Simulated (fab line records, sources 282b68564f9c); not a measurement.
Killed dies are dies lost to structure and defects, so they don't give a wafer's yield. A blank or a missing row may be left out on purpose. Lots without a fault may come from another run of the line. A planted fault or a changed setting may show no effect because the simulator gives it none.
fab line records | flow rit_cmos
record lots=7 wafers=21 last_day=6
route steps=202 shown M1@188
lots that met no fault: from a run of the same line without faults
start_h: hours from the record's first day to the start of the lot's first wafer shown | wait_h: hours since the lot's step before | " the same as in the row above | L1.1+2: a row that stands for several wafers | - no value, or no start given | * or withheld: withheld | < > ~ a bound
route shown NAME@n: a module of which the file shows steps, and the number in the route of the first | usual: mean/standard deviation of fault-free wafers | same: alike in all rows | chamber/n: place in a boat | sites: the reading at each site | _std_site: their standard deviation | _edge_site: outer sites' mean less inner sites' | radius_mm: how far each site lies from the wafer's centre | mask NAME#n: copy n | behind: the tool/chamber that last shaped the wafer | hold: why the lot was held/for how many hours/how that ended | device: the transistor (n, p or np) that didn't switch | end of line: the same wafers' tests at the end of the route | a step without rows: its recipe alone | killed: dies lost to structure and defects at the first sort, not the wafer's yield | map: a wafer's dies, x killed, . not, _ none there
set.NAME: the setting as run; set.NAME@STEP: as run at that earlier step | model.NAME: the simulator's own value behind a step, which no gauge read
lots at some steps of the route; a table a step, a row a wafer
services: from which hour (start_h, from the record's first day; less than 0 if before it) a tool's chamber was out of use, for how many hours, and why
## steps
# step RIT_M1_COAT_04
# recipe resist=NOVOLAK spin_rpm=2000 resist_thk_nm=1300
# step RIT_M1_SOFTBAKE_05
# recipe resist=NOVOLAK temp_c=90 time_s=60
# step RIT_M1_EXPOSE_06
# recipe mask_id=M12 na=0.6 source_shape=conventional sigma_outer=0.5 target_cd_nm=2600 dose_mj=250
# step RIT_M1_PEB_07
# recipe resist=NOVOLAK temp_c=withheld time_s=withheld
# step RIT_M1_DEVELOP_08
# recipe resist=NOVOLAK develop_time_s=68 dev_temp_c=23
# step RIT_M1_CD_MEAS_09
# recipe target_cd_nm=2600
# usual cd_nm=2600.0/2.4
# columns lot.wafer tool chamber start_h wait_h cd_nm
L379.2 cd_sem-02 - 56.53 - 2604.2
L379.3 " - " " 2601.9
L379.5 " - " " 2601.5
L381.1 cd_sem-01 - 65.92 - 2600.4
L381.5 " - " " 2601.1
L381.6 " - " " 2600.0
L383.2 cd_sem-01 - 79.09 - 2601.9
L383.3 " - " " 2603.0
L383.6 " - " " 2601.9
L389.2 cd_sem-02 - 111.85 - 2602.6
L389.4 " - " " 2601.3
L389.5 " - " " 2601.3
L391.1 cd_sem-01 - 128.84 - 2596.3
L391.2 " - " " 2597.8
L391.3 " - " " 2595.4
L392.1 cd_sem-02 - 130.27 - 2600.0
L392.4 " - " " 2603.9
L392.6 " - " " 2602.5
L393.3 cd_sem-01 - 136.56 - 2598.8
L393.5 " - " " 2597.2
L393.6 " - " " 2599.8
# step RIT_M1_OVL_MEAS_10
# usual M1_OVL=-1.0/1.5
# columns lot.wafer tool chamber start_h wait_h M1_OVL[nm]
L379.2 overlay-02 - 56.64 0.1 -3.6
L379.3 " - " " -3.3
L379.5 " - " " -3.7
L381.1 overlay-01 - 66.04 0.1 0.3
L381.5 " - " " 0.6
L381.6 " - " " 0.0
L383.2 overlay-01 - 79.20 0.1 -0.9
L383.3 " - " " -2.3
L383.6 " - " " -0.6
L389.2 overlay-02 - 111.95 0.1 -2.9
L389.4 " - " " -2.0
L389.5 " - " " -1.4
L391.1 overlay-02 - 128.96 0.1 -1.7
L391.2 " - " " -2.2
L391.3 " - " " -2.0
L392.1 overlay-02 - 130.39 0.1 -1.3
L392.4 " - " " 1.7
L392.6 " - " " 0.3
L393.3 overlay-01 - 136.65 0.1 -1.3
L393.5 " - " " -0.5
L393.6 " - " " -2.2
# step RIT_M1_HARDBAKE_11
# recipe resist=NOVOLAK temp_c=140 time_s=120
# step RIT_M1_METAL_ETCH_12
# recipe stop_on=SiO2 chemistry=Cl2/BCl3 target=Al time_s=168.9 over_etch_frac=0.5 pressure_mtorr=100 target_depth_a=6000 rf_w=250 Cl2_flow_sccm=60 bcl3_flow_sccm=50
# usual drypump_motor_current_A=5.4/0.31 oes_product_au=0.769/0.013 throttle_valve_pct=8.34/0.059
# columns lot.wafer tool chamber start_h wait_h drypump_motor_current_A oes_product_au rf_hours_counter_h throttle_valve_pct
L379.2 rie_metal-01 1 56.92 0.2 5.3 0.765 4 8.33
L379.3 " 1 " " 5.3 0.751 - 8.36
L379.5 " 0 " " 5.2 0.764 - 8.27
L381.1 rie_metal-04 1 66.32 0.2 6.0 0.780 35 8.41
L381.5 " 0 " " 5.7 0.768 - 8.42
L381.6 " 1 " " 6.0 0.775 - 8.43
L383.2 rie_metal-02 1 79.48 0.2 5.3 0.772 1 8.33
L383.3 " 0 " " 5.0 0.776 - 8.27
L383.6 " 0 " " 5.0 0.778 - 8.26
L389.2 rie_metal-02 1 112.23 0.2 5.3 0.786 1 8.33
L389.4 " 1 " " 5.4 0.775 - 8.34
L389.5 " 1 " " 5.4 0.783 - 8.34
L391.1 rie_metal-01 1 129.44 0.2 5.3 0.760 5 8.37
L391.2 " 0 " " 5.2 0.773 5 8.28
L391.3 " 1 " " 5.3 0.762 - 8.34
L392.1 rie_metal-02 0 130.67 0.2 5.0 0.782 1 8.25
L392.4 " 0 " " 4.9 0.789 - 8.27
L392.6 " 1 " " 5.4 0.780 - 8.35
L393.3 rie_metal-01 0 136.98 0.2 5.2 0.749 - 8.27
L393.5 " 1 " " 5.4 0.754 - 8.36
L393.6 " 0 " " 5.2 0.756 - 8.27
# step RIT_M1_STRIP_13
# recipe chemistry=nmp resist=NOVOLAK temp_c=80 time_s=600 dry=n2_spin
# step RIT_M1_STRIP_14
# recipe chemistry=O2 time_s=180 platen_temp_c=withheld power_w=500 pressure_mtorr=4000 o2_flow_sccm=4000
# usual drypump_motor_current_A=5.89/0.28
# columns lot.wafer tool chamber start_h wait_h drypump_motor_current_A rf_hours_counter_h
L379.2 plasma_asher-02 0 57.26 0.0 5.64 29
L379.3 " 0 " " 5.66 -
L379.5 " 0 " " 5.63 -
L381.1 plasma_asher-03 0 66.66 0.0 6.16 40
L381.5 " 0 " " 6.16 -
L381.6 " 1 " " 6.09 -
L383.2 plasma_asher-04 0 79.81 0.0 6.08 44
L383.3 " 0 " " 6.09 -
L383.6 " 1 " " 5.29 -
L389.2 plasma_asher-03 0 112.57 0.0 6.16 44
L389.4 " 0 " " 6.15 -
L389.5 " 0 " " 6.16 -
L391.1 plasma_asher-03 1 129.79 0.0 6.08 47
L391.2 " 0 " " 6.13 47
L391.3 " 1 " " 6.08 -
L392.1 plasma_asher-02 0 131.22 0.0 5.64 34
L392.4 " 1 " " 5.65 -
L392.6 " 0 " " 5.68 -
L393.3 plasma_asher-03 1 137.50 0.1 6.08 -
L393.5 " 1 " " 6.06 -
L393.6 " 0 " " 6.14 -
# step RIT_M1_CD_MEAS_90
# recipe target_cd_nm=2600
# usual cd_nm=2600.0/2.7
# columns lot.wafer tool chamber start_h wait_h cd_nm
L379.2 cd_sem-02 - 57.45 0.1 2604.5
L379.3 " - " " 2601.0
L379.5 " - " " 2601.4
L381.1 cd_sem-01 - 66.84 0.1 2600.2
L381.5 " - " " 2601.9
L381.6 " - " " 2600.6
L383.2 cd_sem-02 - 80.01 0.1 2603.7
L383.3 " - " " 2604.7
L383.6 " - " " 2602.9
L389.2 cd_sem-02 - 112.76 0.1 2602.9
L389.4 " - " " 2603.2
L389.5 " - " " 2602.5
L391.1 cd_sem-01 - 129.97 0.1 2595.4
L391.2 " - " " 2596.7
L391.3 " - " " 2594.7
L392.1 cd_sem-02 - 131.39 0.1 2599.0
L392.4 " - " " 2603.1
L392.6 " - " " 2601.5
L393.3 cd_sem-01 - 137.65 0.1 2600.0
L393.5 " - " " 2598.7
L393.6 " - " " 2600.4
# step RIT_M1_ANNEAL_15
# recipe temp_c=450 time_s=1842 ambient=forming_gas_H2N2
# usual spike_tc_centre_C=451.4/0.99 spike_tc_load_C=471.7/1 spike_tc_source_C=466.3/0.91 tube_center_temp_C=450/0.043 tube_center_temp_C_max=451.18/0.16 zone_power_centre_pct=20.20/0.23 zone_power_load_pct=6.30/0.065 zone_power_source_pct=8.03/0.08
# columns lot.wafer tool chamber start_h wait_h spike_tc_centre_C spike_tc_load_C spike_tc_source_C tube_center_temp_C tube_center_temp_C_max zone_power_centre_pct zone_power_load_pct zone_power_source_pct
L379.2 furnace-02 0 57.55 0.1 451.4 470.7 466.0 449.97 451.20 20.22 6.26 8.20
L379.3 " 0 " " 452.4 473.1 466.4 449.93 451.17 20.25 6.22 8.01
L379.5 " 0 " " 450.1 471.2 466.7 450.05 451.40 19.71 6.29 8.05
L381.1 furnace-02 0 66.96 0.1 452.0 472.3 467.9 450.01 450.97 20.40 6.27 7.97
L381.5 " 0 " " 451.6 472.6 465.7 450.1 451.04 20.39 6.26 7.90
L381.6 " 0 " " 451.4 473.3 468.1 450.01 451.24 20.43 6.15 7.89
L383.2 furnace-02 0 80.11 0.1 452.3 470.7 466.9 449.97 451.03 20.31 6.28 7.99
L383.3 " 0 " " 450.6 471.9 467.6 449.94 451.38 20.74 6.35 8.01
L383.6 " 0 " " 452.1 469.8 465.8 450.02 451.25 20.27 6.24 8.18
L389.2 furnace-02 0 112.86 0.1 452.6 471.4 465.1 450.01 451.35 19.96 6.17 8.11
L389.4 " 0 " " 451.7 471.3 465.9 449.98 451.11 19.88 6.28 8.07
L389.5 " 0 " " 450.9 470.2 467.6 450 451.46 20.03 6.35 8.02
L391.1 furnace-02 0 130.09 0.1 390.7 409.1 406.4 390.05 391.23 17.26 4.96 6.26
L391.2 " 0 " " 388.3 411.2 403.9 390 391.41 17.03 4.90 6.39
L391.3 " 0 " " 391.7 411.5 406.4 390.09 390.97 17.14 5.01 6.31
L392.1 furnace-02 0 131.59 0.2 391.0 411.1 405.3 389.98 391.07 17.28 4.97 6.32
L392.4 " 0 " " 391.1 411.4 404.0 389.97 391.24 17.59 4.97 6.36
L392.6 " 0 " " 391.8 409.5 405.5 389.97 391.20 17.56 4.94 6.31
L393.3 furnace-02 0 137.73 0.1 391.2 409.3 405.5 390 391.50 17.12 4.98 6.27
L393.5 " 0 " " 392.1 410.4 404.9 390.02 391.20 17.37 4.92 6.35
L393.6 " 0 " " 392.0 412.0 404.2 389.99 391.33 17.09 4.99 6.40
# step RIT_M1_BOW_MEAS_16
# recipe mode=bow
# usual M1_BOW=17/6.1
# columns lot.wafer tool chamber start_h wait_h M1_BOW[um]
L379.2 film_metro-04 - 59.07 0.0 21
L379.3 " - " " 15
L379.5 " - " " 27
L381.1 film_metro-03 - 68.46 0.0 8
L381.5 " - " " 21
L381.6 " - " " 16
L383.2 film_metro-01 - 81.63 0.0 7
L383.3 " - " " 14
L383.6 " - " " 18
L389.2 film_metro-03 - 114.38 0.0 21
L389.4 " - " " 17
L389.5 " - " " 16
L391.1 film_metro-01 - 131.59 0.0 12
L391.2 " - " " 15
L391.3 " - " " 21
L392.1 film_metro-03 - 133.09 0.0 14
L392.4 " - " " 10
L392.6 " - " " 3
L393.3 film_metro-03 - 139.27 0.0 8
L393.5 " - " " 24
L393.6 " - " " 28
# step RIT_M1_PROBE_99
# usual defect_limited_yield=97.2/1.3 killed_at_contacts=0.0/0.18 killed_at_front_end=7/3.4 killed_dies=7/3.4 killed_on_rim=1.8/1.3 killed_open=3.7/2.2 killed_short=3.6/2.2 sort_bin_3_pad_short=0.2/0.24 sort_bin_5_function=1.6/0.94 sort_bin_6_memory=1.1/0.72 sort_n_pass=257/3.4 sort_yield_pct=97.2/1.3
# same gross_dies=264 killed_at_M0_to_M3=0 killed_at_M4_up=0 killed_at_back_side=0 killed_at_other=0
# columns lot.wafer tool chamber start_h wait_h defect_limited_yield[%] killed_at_contacts killed_at_front_end killed_dies killed_on_rim killed_open killed_short sort_bin_3_pad_short[%] sort_bin_5_function[%] sort_bin_6_memory[%] sort_n_pass sort_yield_pct[%] model.etest.contact_ppoly.rc_ohm model.etest.contact_nplus.rc_ohm model.etest.contact_npoly.rc_ohm model.etest.contact_pplus.rc_ohm model.etest.nmos_0p15.junction_log10_a_um
L379.2 prober-02 - 59.22 0.1 97.3 0 7 7 1 5 2 0 1.5 1.1 257 97.3 1.409 1.424 1.343 1.354 -13.69
L379.3 prober-02 - 59.27 0.2 96.6 0 9 9 3 5 4 0 1.5 1.9 255 96.6 1.378 1.376 1.375 1.365 -13.57
L379.5 prober-02 - 59.37 0.2 94.7 0 14 14 1 5 9 0.4 3.8 1.1 250 94.7 1.359 1.412 1.395 1.382 -13.49
L381.1 prober-01 - 68.58 0.1 97.7 0 6 6 2 2 4 0 1.5 0.8 258 97.7 1.429 1.388 1.381 1.363 -13.43
L381.5 prober-01 - 68.78 0.2 98.9 0 3 3 0 1 2 0 0.8 0.4 261 98.9 1.421 1.393 1.402 1.464 -13.46
L381.6 prober-01 - 68.83 0.2 97.7 0 6 6 2 4 2 0 0.8 1.5 258 97.7 1.422 1.486 1.428 1.356 -13.55
L383.2 prober-02 - 81.78 0.1 95.8 0 11 11 2 4 7 0.8 2.7 0.8 253 95.8 1.387 1.45 1.391 1.473 -13.71
L383.3 prober-02 - 81.83 0.2 95.5 0 12 12 1 4 8 0 2.7 1.9 252 95.5 1.4 1.43 1.394 1.413 -13.62
L383.6 prober-02 - 81.98 0.2 98.5 0 4 4 1 0 4 0.8 0.4 0.4 260 98.5 1.413 1.379 1.386 1.388 -13.59
L389.2 prober-02 - 114.53 0.1 94.3 0 15 15 4 8 7 0.4 2.7 2.7 249 94.3 1.431 1.409 1.36 1.413 -13.71
L389.4 prober-02 - 114.63 0.2 97.7 0 6 6 1 2 4 0.4 1.1 0.8 258 97.7 1.393 1.416 1.477 1.417 -13.65
L389.5 prober-02 - 114.68 0.2 98.5 0 4 4 2 1 3 0 0.8 0.8 260 98.5 1.366 1.388 1.397 1.421 -13.72
L391.1 prober-02 - 131.71 0.1 97.0 0 8 8 0 4 4 0 2.7 0.4 256 97.0 2.728 2.759 2.677 2.723 -13.75
L391.2 prober-02 - 131.76 0.1 97.7 0 6 6 2 3 3 0.4 1.1 0.8 258 97.7 2.681 2.675 2.613 2.585 -13.9
L391.3 prober-02 - 131.81 0.2 97.0 0 8 8 4 4 4 0 1.5 1.5 256 97.0 2.795 2.808 2.586 2.788 -13.8
L392.1 prober-01 - 133.21 0.1 97.0 0 8 8 3 8 0 0 3.0 0 256 97.0 2.746 2.702 2.651 2.787 -13.74
L392.4 prober-01 - 133.36 0.2 98.9 0 3 3 2 2 1 0 0.4 0.8 261 98.9 2.584 2.702 2.709 2.618 -13.85
L392.6 prober-01 - 133.46 0.2 98.9 0 3 3 0 2 1 0 0.8 0.4 261 98.9 2.737 2.65 2.645 2.6 -13.59
L393.3 prober-02 - 139.45 0.2 97.0 0 8 8 0 6 2 0 1.1 1.9 256 97.0 2.742 2.709 2.75 2.664 -13.63
L393.5 prober-02 - 139.55 0.2 96.2 1 9 10 1 6 4 0 2.7 1.1 254 96.2 2.754 2.685 2.712 2.662 -13.75
L393.6 prober-02 - 139.60 0.2 96.6 0 9 9 2 5 4 0.4 2.3 0.8 255 96.6 2.75 2.783 2.701 2.607 -13.85
# killed by level:class
L379.2 FOX1:geometric_particle:open=3 FOX2:geometric_particle:short=1 GATE:geometric_particle:open=1 SPACER:geometric_particle:open=1 SILICIDE:geometric_particle:short=1
L379.3 FOX1:geometric_particle:open=2 GATE:geometric_particle:open=2 GATE:geometric_particle:short=2 FOX1:geometric_particle:short=1 FOX2:geometric_particle:open=1 SPACER:geometric_particle:short=1
L379.5 GATE:geometric_particle:short=3 SPACER:geometric_particle:short=3 FOX1:geometric_particle:short=2 REOX:geometric_particle:open=2 FOX1:geometric_particle:open=1 GATE:geometric_particle:open=1 REOX:geometric_particle:short=1 SPACER:geometric_particle:open=1
L381.1 GATE:geometric_particle:short=2 FOX2:geometric_particle:short=1 SPACER:geometric_particle:short=1 SPACER:geometric_particle:open=1 SILICIDE:geometric_particle:open=1
L381.5 FOX1:geometric_particle:short=1 GATE:geometric_particle:open=1 SILICIDE:geometric_particle:short=1
L381.6 GATE:geometric_particle:open=4 FOX2:geometric_particle:short=1 SILICIDE:geometric_particle:short=1
L383.2 SPACER:geometric_particle:short=3 GATE:geometric_particle:short=2 REOX:geometric_particle:open=2 GATE:geometric_particle:open=1 REOX:geometric_particle:short=1 SILICIDE:geometric_particle:short=1 SILICIDE:geometric_particle:open=1
L383.3 GATE:geometric_particle:short=5 REOX:geometric_particle:open=3 SPACER:geometric_particle:short=2 FOX1:geometric_particle:short=1 SPACER:geometric_particle:open=1
L383.6 SPACER:geometric_particle:short=2 SILICIDE:geometric_particle:short=2
L389.2 SPACER:geometric_particle:open=4 SPACER:geometric_particle:short=2 SILICIDE:geometric_particle:short=2 SILICIDE:geometric_particle:open=2 FOX1:geometric_particle:short=1 GATE:geometric_particle:short=1 GATE:geometric_particle:open=1 REOX:geometric_particle:short=1
L389.4 FOX1:geometric_particle:short=1 GATE:geometric_particle:short=1 GATE:geometric_particle:open=1 SPACER:geometric_particle:open=1 SPACER:geometric_particle:short=1 SILICIDE:geometric_particle:short=1
L389.5 REOX:geometric_particle:short=1 SPACER:geometric_particle:open=1 SPACER:geometric_particle:short=1 SILICIDE:geometric_particle:short=1
L391.1 FOX1:geometric_particle:short=1 FOX1:geometric_particle:open=1 FOX2:geometric_particle:open=1 GATE:geometric_particle:short=1 REOX:geometric_particle:open=1 SPACER:geometric_particle:short=1 SPACER:geometric_particle:open=1 SILICIDE:geometric_particle:short=1
L391.2 SPACER:geometric_particle:open=2 ACTIVE:geometric_particle:short=1 GATE:geometric_particle:short=1 GATE:geometric_particle:open=1 SPACER:geometric_particle:short=1
L391.3 FOX1:geometric_particle:open=2 FOX1:geometric_particle:short=1 FOX2:geometric_particle:short=1 FOX2:geometric_particle:open=1 REOX:geometric_particle:open=1 SPACER:geometric_particle:short=1 SILICIDE:geometric_particle:short=1
L392.1 SILICIDE:geometric_particle:open=4 FOX1:geometric_particle:open=2 GATE:geometric_particle:open=1 REOX:geometric_particle:open=1
L392.4 GATE:geometric_particle:open=1 GATE:geometric_particle:short=1 REOX:geometric_particle:open=1
L392.6 GATE:geometric_particle:open=1 GATE:geometric_particle:short=1 REOX:geometric_particle:open=1
L393.3 GATE:geometric_particle:open=5 GATE:geometric_particle:short=2 SILICIDE:geometric_particle:open=1
L393.5 GATE:geometric_particle:open=3 GATE:geometric_particle:short=2 REOX:geometric_particle:open=2 REOX:geometric_particle:short=1 SPACER:geometric_particle:short=1 CONTACT:geometric_particle:open=1
L393.6 GATE:geometric_particle:short=3 GATE:geometric_particle:open=3 FOX1:geometric_particle:short=1 FOX1:geometric_particle:open=1 FOX2:geometric_particle:open=1
## services
# columns tool chamber start_h hours kind
rie_metal-01 - 79.45 0.4 repair
plasma_asher-02 - 104.47 14.6 pm
rie_metal-01 1 104.70 10.8 repair
plasma_asher-04 - 108.84 9.0 pm
plasma_asher-04 0 108.84 9.0 vent_cycle
plasma_asher-04 1 108.84 9.0 vent_cycle
plasma_asher-04 0 117.84 - clean
plasma_asher-04 1 117.84 - clean
rie_metal-02 0 132.34 10.1 repair
rie_metal-04 - 136.12 20.0 pm
rie_metal-04 0 136.12 20.0 vent_cycle
rie_metal-04 1 136.12 20.0 vent_cycle
## key
first_sign step=RIT_M1_ANNEAL_15 reading=tube_center_temp_C direction=down sigmas=99+ usual=* struck=*
effect step=RIT_M1_ANNEAL_15 reading=tube_center_temp_C_max direction=down sigmas=99+ usual=* struck=*
model_effect step=RIT_M1_PROBE_99 value=etest.contact_ppoly.rc_ohm without=1.416 struck=2.724
met_at RIT_M1_ANNEAL_15
struck_wafers L391.1,L391.2,L391.3,L392.1,L392.4,L392.6,L393.3,L393.5,L393.6
fault kind=process_parameter_drift tool=furnace-02 chamber=- onset_h=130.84 steps=RIT_M1_ANNEAL_15 channel=temp_c offset=* shape=step end_h=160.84 stated=*
